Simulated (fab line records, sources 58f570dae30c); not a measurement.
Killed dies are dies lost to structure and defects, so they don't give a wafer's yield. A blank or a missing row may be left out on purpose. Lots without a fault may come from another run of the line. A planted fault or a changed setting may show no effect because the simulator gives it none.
Which tool did it? | flow berkeley_cmos170 | 13 lots, 39 wafers sampled, at 6 steps of a route of 331

WHAT THE GAUGES READ, wafer by wafer
UCB170_START_BOW_MEAS_00.
lot  | measured    | on            | INCOMING_BOW (um)
L991 | day 1 10:00 | film_metro-02 | -7 -2 4
L992 | day 1 15:00 | film_metro-04 | 2 4 -3
L994 | day 2 01:01 | film_metro-04 | 8 -1 1
L996 | day 2 11:00 | film_metro-04 | -1 0 -15
L998 | day 2 21:00 | film_metro-01 | -15 -13 7
L101 | day 3 12:01 | film_metro-04 | -2 -2 -6
L105 | day 4 08:00 | film_metro-04 | -3 2 -9
L106 | day 4 13:00 | film_metro-04 | 4 6 -1
L109 | day 5 04:00 | film_metro-04 | 13 11 -11
L111 | day 5 14:00 | film_metro-04 | -3 10 6
L112 | day 5 19:04 | film_metro-02 | 7 -4 -6
L113 | day 6 00:01 | film_metro-04 | -4 0 -6
L114 | day 6 05:00 | film_metro-02 | 11 2 -4

UCB170_PLDD_TW_MEAS_11.
lot  | measured     | on            | PLDD_TW
L991 | day 6 13:50  | film_metro-01 | 1013 1015 1013
L992 | day 6 09:32  | film_metro-01 | 1017 1016 1010
L994 | day 6 09:08  | film_metro-02 | 1015 1021 1017
L996 | day 7 13:31  | film_metro-02 | 961 961 955
L998 | day 7 16:33  | film_metro-04 | 949 948 953
L101 | day 8 06:40  | film_metro-02 | 1015 1016 1019
L105 | day 9 08:38  | film_metro-01 | 1015 1009 1018
L106 | day 9 07:56  | film_metro-04 | 997 1000 1000
L109 | day 9 15:44  | film_metro-02 | 1022 1021 1020
L111 | day 10 12:31 | film_metro-01 | 1008 1008 1014
L112 | day 10 12:15 | film_metro-01 | 1010 1008 1003
L113 | day 10 20:25 | film_metro-04 | 1005 1002 1004
L114 | day 11 02:43 | film_metro-02 | 1013 1015 1011

UCB170_SDANNEAL_RS_MEAS_04: measures by four-point-probe.
lot  | measured     | on            | PLDD_RS (ohm/sq)
L991 | day 7 02:12  | film_metro-01 | 1031.4 1031.8 1031.3
L992 | day 7 01:53  | film_metro-04 | 1028.6 1029.8 1027.9
L994 | day 7 01:44  | film_metro-01 | 1028.1 1026.4 1025.8
L996 | day 8 02:08  | film_metro-04 | 1052.0 1050.1 1051.9
L998 | day 8 06:02  | film_metro-02 | 1053.7 1051.6 1053.4
L101 | day 8 18:54  | film_metro-02 | 1031.1 1032.8 1032.7
L105 | day 9 22:37  | film_metro-01 | 1035.9 1033.6 1034.6
L106 | day 9 23:00  | film_metro-04 | 1029.6 1033.7 1034.1
L109 | day 10 01:32 | film_metro-02 | 1036.9 1032.5 1035.1
L111 | day 11 02:04 | film_metro-04 | 1036.9 1035.0 1034.3
L112 | day 11 00:55 | film_metro-01 | 1033.9 1034.4 1034.4
L113 | day 11 10:15 | film_metro-04 | 1034.0 1034.8 1031.0
L114 | day 11 14:53 | film_metro-02 | 1033.6 1032.5 1034.4

WHICH TOOL RAN EACH LOT (tool, then ch and the chambers of the sampled wafers, then the start)
lot  | UCB170_ZERO_STRIP_07                | UCB170_PLDD_IMPLANT_08          | UCB170_BACKSIDE_STRIP_03
L991 | plasma_asher-04 ch 0,1, day 2 02:55 | implanter-04 ch 0, day 6 13:26  | plasma_asher-01 ch 1, day 7 01:24
L992 | plasma_asher-01 ch 0,1, day 2 02:59 | implanter-01 ch 0, day 6 09:08  | plasma_asher-03 ch 0,1, day 7 01:07
L994 | plasma_asher-04 ch 0,1, day 2 09:05 | implanter-01 ch 0, day 6 08:45  | plasma_asher-01 ch 0,1, day 7 01:05
L996 | plasma_asher-04 ch 0,1, day 2 19:28 | implanter-01 ch 0, day 7 13:07  | plasma_asher-03 ch 0,1, day 8 01:29
L998 | plasma_asher-03 ch 0,1, day 3 07:36 | implanter-01 ch 0, day 7 16:09  | plasma_asher-03 ch 0,1, day 8 05:23
L101 | plasma_asher-03 ch 0,1, day 3 23:59 | implanter-03 ch 0, day 8 06:17  | plasma_asher-04 ch 0,1, day 8 18:14
L105 | plasma_asher-03 ch 0,1, day 4 18:44 | implanter-04 ch 0, day 9 08:14  | plasma_asher-03 ch 0,1, day 9 21:53
L106 | plasma_asher-01 ch 0,1, day 5 02:18 | implanter-03 ch 0, day 9 07:32  | plasma_asher-04 ch 0,1, day 9 22:22
L109 | plasma_asher-01 ch 0,1, day 5 11:18 | implanter-03 ch 0, day 9 15:20  | plasma_asher-03 ch 0,1, day 10 00:54
L111 | plasma_asher-03 ch 0,1, day 6 02:31 | implanter-04 ch 0, day 10 12:07 | plasma_asher-04 ch 0, day 11 01:20
L112 | plasma_asher-03 ch 0,1, day 6 07:46 | implanter-01 ch 0, day 10 11:53 | plasma_asher-01 ch 0,1, day 11 00:16
L113 | plasma_asher-04 ch 0,1, day 6 10:16 | implanter-04 ch 0, day 10 20:01 | plasma_asher-03 ch 0,1, day 11 09:35
L114 | plasma_asher-04 ch 0,1, day 6 17:37 | implanter-04 ch 0, day 11 02:19 | plasma_asher-01 ch 0,1, day 11 14:13
- UCB170_ZERO_STRIP_07: strips in O2.
- UCB170_PLDD_IMPLANT_08
- UCB170_BACKSIDE_STRIP_03: strips in O2.

WHAT THE TOOLS THEMSELVES READ (means of the sampled wafers that have a number; where no wafer has one, the mark that the record gives instead)
UCB170_ZERO_STRIP_07.
lot  | tool            | drypump_motor_current_A (A) | oes_product_au (a.u.) | strip_time_to_endpoint_s (s)
L991 | plasma_asher-04 | 5.5                         | 0.724                 | 21.53
L992 | plasma_asher-01 | 5.8                         | 0.731                 | 21.48
L994 | plasma_asher-04 | 5.2                         | 0.726                 | 21.39
L996 | plasma_asher-04 | 5.6                         | 0.726                 | 21.49
L998 | plasma_asher-03 | 5.1                         | 0.729                 | 21.47
L101 | plasma_asher-03 | 5.4                         | 0.725                 | 21.46
L105 | plasma_asher-03 | 5.4                         | 0.727                 | 21.49
L106 | plasma_asher-01 | 6.0                         | 0.729                 | 21.42
L109 | plasma_asher-01 | 5.8                         | 0.725                 | 21.45
L111 | plasma_asher-03 | 5.4                         | 0.726                 | 21.50
L112 | plasma_asher-03 | 5.1                         | 0.728                 | 21.43
L113 | plasma_asher-04 | 5.5                         | 0.724                 | 21.51
L114 | plasma_asher-04 | 5.5                         | 0.727                 | 21.50

UCB170_PLDD_IMPLANT_08.
lot  | tool         | beam_energy_keV | beam_on_s (s) | faraday_current_uA
L991 | implanter-04 | 9.9991          | 10.61         | 149
L992 | implanter-01 | 9.9983          | 10.17         | 156
L994 | implanter-01 | 10.0003         | 10.27         | 155
L996 | implanter-01 | 6.4979          | 19.33         | 82
L998 | implanter-01 | 6.5016          | 18.99         | 84
L101 | implanter-03 | 9.9974          | 10.07         | 157
L105 | implanter-04 | 10.0020         | 10.77         | 147
L106 | implanter-03 | 9.9961          | 9.92          | 160
L109 | implanter-03 | 9.9954          | 9.92          | 159
L111 | implanter-04 | 10.0006         | 10.29         | 154
L112 | implanter-01 | 10.0009         | 10.01         | 159
L113 | implanter-04 | 10.0013         | 10.45         | 152
L114 | implanter-04 | 10.0027         | 10.49         | 152

UCB170_BACKSIDE_STRIP_03.
lot  | tool            | drypump_motor_current_A (A) | oes_product_au (a.u.) | strip_time_to_endpoint_s (s)
L991 | plasma_asher-01 | 6.3                         | 0.735                 | 22.02
L992 | plasma_asher-03 | 5.4                         | 0.739                 | 21.97
L994 | plasma_asher-01 | 6.0                         | 0.735                 | 21.96
L996 | plasma_asher-03 | 5.4                         | 0.731                 | 21.98
L998 | plasma_asher-03 | 5.4                         | 0.734                 | 22.02
L101 | plasma_asher-04 | 5.5                         | 0.731                 | 21.96
L105 | plasma_asher-03 | 5.4                         | 0.738                 | 21.99
L106 | plasma_asher-04 | 5.2                         | 0.732                 | 21.98
L109 | plasma_asher-03 | 5.4                         | 0.731                 | 21.95
L111 | plasma_asher-04 | 4.8                         | 0.737                 | 22.00
L112 | plasma_asher-01 | 5.8                         | 0.735                 | 21.97
L113 | plasma_asher-03 | 5.4                         | 0.735                 | 21.98
L114 | plasma_asher-01 | 6.0                         | 0.738                 | 21.92

THE ANSWER, worked out from the rows above alone
Rule: what is usual is taken from the lots themselves. Put in order of their means at a reading, lots are off if they are a third of the lots or fewer, leave a main group of 4 or more, and stand apart from it by a gap of 3 or more times the standard deviation of the main group's means; of several such gaps the widest counts. A main group whose means are all the same, to the digits that the tables above print for the reading, isn't used. A lot without any number at a reading at which 4 lots or more have one is off too. The other lots that the step has rows for count as sound. The gauges are gone through in route order, then the tools' own readings, and for those a lot's mean is taken as printed above. The first step at which some lot is off is used, and at that step the reading that is off furthest; a lot without a number counts as furthest.
Off: L996, L998, at UCB170_PLDD_TW_MEAS_11 (PLDD_TW). The main group: mean 1012, standard deviation 6.1.
A tool fits if, at a process step before that reading, it ran every lot that is off, and no sound lot after the first of them. The gauges at UCB170_PLDD_TW_MEAS_11 aren't tried: what is off there is off at UCB170_PLDD_IMPLANT_08 too, on other tools, and a gauge's error can't cause that. None of those tried fits.

WHAT THE SIMULATOR HAD PUT IN
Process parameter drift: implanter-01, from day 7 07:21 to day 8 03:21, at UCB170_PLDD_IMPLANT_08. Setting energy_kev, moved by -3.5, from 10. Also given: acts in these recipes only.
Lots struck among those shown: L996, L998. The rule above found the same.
